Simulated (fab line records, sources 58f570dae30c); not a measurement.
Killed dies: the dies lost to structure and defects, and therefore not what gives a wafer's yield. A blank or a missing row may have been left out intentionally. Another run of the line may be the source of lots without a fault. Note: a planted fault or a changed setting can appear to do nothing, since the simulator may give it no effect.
Comparing a struck lot with a sound one || flow berkeley cmos170 || 44 out of 331 route steps
Sound: the wafers L980.1, L980.3, L980.4. Wafers L990.1, L990.5, L990.6 were the ones struck. At the end, the cause is stated.
For every step that has rows: the tool of each side, followed by ch and its chambers, followed by its first start. Under that, the readings that differ: sound wafers || struck wafers || difference of the means || sigmas: that difference in standard deviations of wafers without a fault.
alike: words and numbers the same on both sides, and readings whose means are apart by under 2 such deviations; not compared: readings that were withheld, readings missing a value for some wafer, numbers with overlapping values and no deviation given by the record, and bounds like >300 which may hide the same value.
The two part at a step that has a row with sigmas, a row that says differs or no value, or rows on one side only. When numbers do not overlap yet have no deviation, they are printed without sigmas and do not part them. Lack of a reading on every wafer of one side parts them only where that side has two or more wafers.

first, 7 steps without rows for these wafers: UCB170_ACTIVE_CLEAN_17 (cleans in SPM, time 600 s); UCB170_PFIELD_HMDS_00 (prime time 60 s); UCB170_PFIELD_COAT_01 (resist thk 900 nm); UCB170_PFIELD_SOFTBAKE_02 (time 60 s); UCB170_PFIELD_EXPOSE_03 (exposes mask PFIELD, target cd 1500 nm); UCB170_PFIELD_PEB_04; UCB170_PFIELD_DEVELOP_05 (develop time 45 s).
UCB170_PFIELD_OVL_MEAS_06:
  sound on overlay-02 at day 4 21:32; struck on overlay-02 at day 7 17:55
  alike: PFIELD_OVL
then, 1 step without rows for these wafers: UCB170_PFIELD_IMPLANT_07.
UCB170_PFIELD_STRIP_08: strips in O2.
  sound on plasma asher-03 ch 0,1, day 4 21:44; struck on plasma asher-01 ch 0,1, day 7 18:06
  alike: drypump motor current A, oes product au, strip time to endpoint s
  not compared: rf hours counter h
UCB170_PFIELD_TW_MEAS_09:
  sound on film metro-04 at day 4 21:50; struck on film metro-02 at day 7 18:12
  alike: PFIELD_TW
then, 1 step without rows for these wafers: UCB170_FIELD_CLEAN_00 (cleans in dHF, time 7.5 s).
UCB170_FIELD_OXIDATION_01: target thk 558.3 nm, ox time 7200 s.
  sound on furnace-01 ch 0, day 5 02:32; struck on furnace-04 ch 0, day 8 04:38
{"reading": "spike tc load C (C)", "sound": "1023.4 1021.6 1022.1", "struck": "1029.2 1029.2 1028.7", "difference": "+6.7", "sigmas": "+2"}
  alike: spike tc source C
UCB170_FIELD_THK_MEAS_02:
  sound on film metro-02 at day 5 05:32; struck on film metro-01 at day 8 07:38
{"reading": "FIELD_OXIDE_THK (nm)", "sound": "548 555 563", "struck": "869 868 851", "difference": "+307", "sigmas": "+31"}
then, 1 step without rows for these wafers: UCB170_FIELD_ANNEAL_03 (time 1200 s).
UCB170_FIELD_WET_ETCH_04: etches SiO2 in dHF, time 60 s.
  sound on wet bench-03 ch 2, day 5 10:37; struck on wet bench-03 ch 0, day 8 09:31
{"reading": "model.SiO2_of_FIELD_OXIDATION_01.thk nm (nm)", "sound": "515.2 521.8 529.6", "struck": "835.5 834.2 816.7", "difference": "+306.6", "sigmas": ""}
then, 1 step without rows for these wafers: UCB170_FIELD_WET_ETCH_05 (etches Si3N4 in H3PO4, time 12600 s).
UCB170_FIELD_WET_ETCH_06: etches SiO2 in BOE, time 22 s.
  sound on wet bench-04 ch 0, day 5 14:08; struck on wet bench-03 ch 0, day 8 13:02
{"reading": "model.SiO2_of_FIELD_OXIDATION_01.thk nm (nm)", "sound": "430.3 436.8 444.9", "struck": "753.3 752.4 734.5", "difference": "+309.4", "sigmas": ""}
UCB170_FIELD_THK_MEAS_90:
  sound on film metro-03 at day 5 14:09; struck on film metro-03 at day 8 13:04
{"reading": "FIELD_OXIDE_LEFT_1_THK (nm)", "sound": "430 437 445", "struck": "754 752 734", "difference": "+309", "sigmas": "+31"}
then, 2 steps without rows for these wafers: UCB170_SACOX_CLEAN_00 (cleans in dHF, time 7.5 s); UCB170_SACOX_OXIDATION_01 (target thk 14.4 nm, ox time 2400 s).
UCB170_SACOX_THK_MEAS_02:
  sound on film metro-04 at day 5 19:58; struck on film metro-01 at day 8 17:47
  alike: SACOX_OXIDE_THK
then, 2 steps without rows for these wafers: UCB170_SCREENOX_WET_ETCH_00 (etches SiO2 in dHF, time 200 s); UCB170_SCREENOX_OXIDATION_01 (target thk 14.4 nm, ox time 2400 s).
UCB170_SCREENOX_THK_MEAS_02:
  sound on film metro-02 at day 6 01:28; struck on film metro-04 at day 8 23:41
  alike: SCREENOX_OXIDE_THK
then, 7 steps without rows for these wafers: UCB170_SCREENOX_ANNEAL_03 (time 900 s); UCB170_NVT_HMDS_00 (prime time 60 s); UCB170_NVT_COAT_01 (resist thk 900 nm); UCB170_NVT_SOFTBAKE_02 (time 60 s); UCB170_NVT_EXPOSE_03 (exposes mask PWELL, target cd 3000 nm); UCB170_NVT_PEB_04; UCB170_NVT_DEVELOP_05 (develop time 45 s).
UCB170_NVT_OVL_MEAS_06:
  sound on overlay-01 at day 6 07:44; struck on overlay-02 at day 9 07:50
  alike: NVT_OVL
then, 1 step without rows for these wafers: UCB170_NVT_IMPLANT_07.
UCB170_NVT_STRIP_08: strips in O2.
  sound on plasma asher-04 ch 0,1, day 6 07:56; struck on plasma asher-04 ch 0,1, day 9 08:02
  alike: drypump motor current A, oes product au, strip time to endpoint s
  not compared: rf hours counter h
UCB170_NVT_TW_MEAS_09:
  sound on film metro-02 at day 6 08:02; struck on film metro-03 at day 9 08:08
  alike: NVT_TW
then, 6 steps without rows for these wafers: UCB170_NVT_CLEAN_10 (cleans in SPM, time 600 s); UCB170_PVT_HMDS_00 (prime time 60 s); UCB170_PVT_COAT_01 (resist thk 900 nm); UCB170_PVT_SOFTBAKE_02 (time 60 s); UCB170_PVT_EXPOSE_03 (exposes mask NWELL, target cd 3000 nm); UCB170_PVT_PEB_04.
UCB170_FIELD_THK_MEAS_91:
  sound on film metro-03 at day 6 09:41; struck on film metro-01 at day 9 10:13
{"reading": "FIELD_OXIDE_LEFT_2_THK (nm)", "sound": "343 350 358", "struck": "664 664 645", "difference": "+307", "sigmas": "+31"}
then, 1 step without rows for these wafers: UCB170_M3_PROBE_99.

WHERE THEY PART
First at UCB170_FIELD_OXIDATION_01; last, within this record, at UCB170_FIELD_THK_MEAS_91.

WHY: whatever the simulator had introduced
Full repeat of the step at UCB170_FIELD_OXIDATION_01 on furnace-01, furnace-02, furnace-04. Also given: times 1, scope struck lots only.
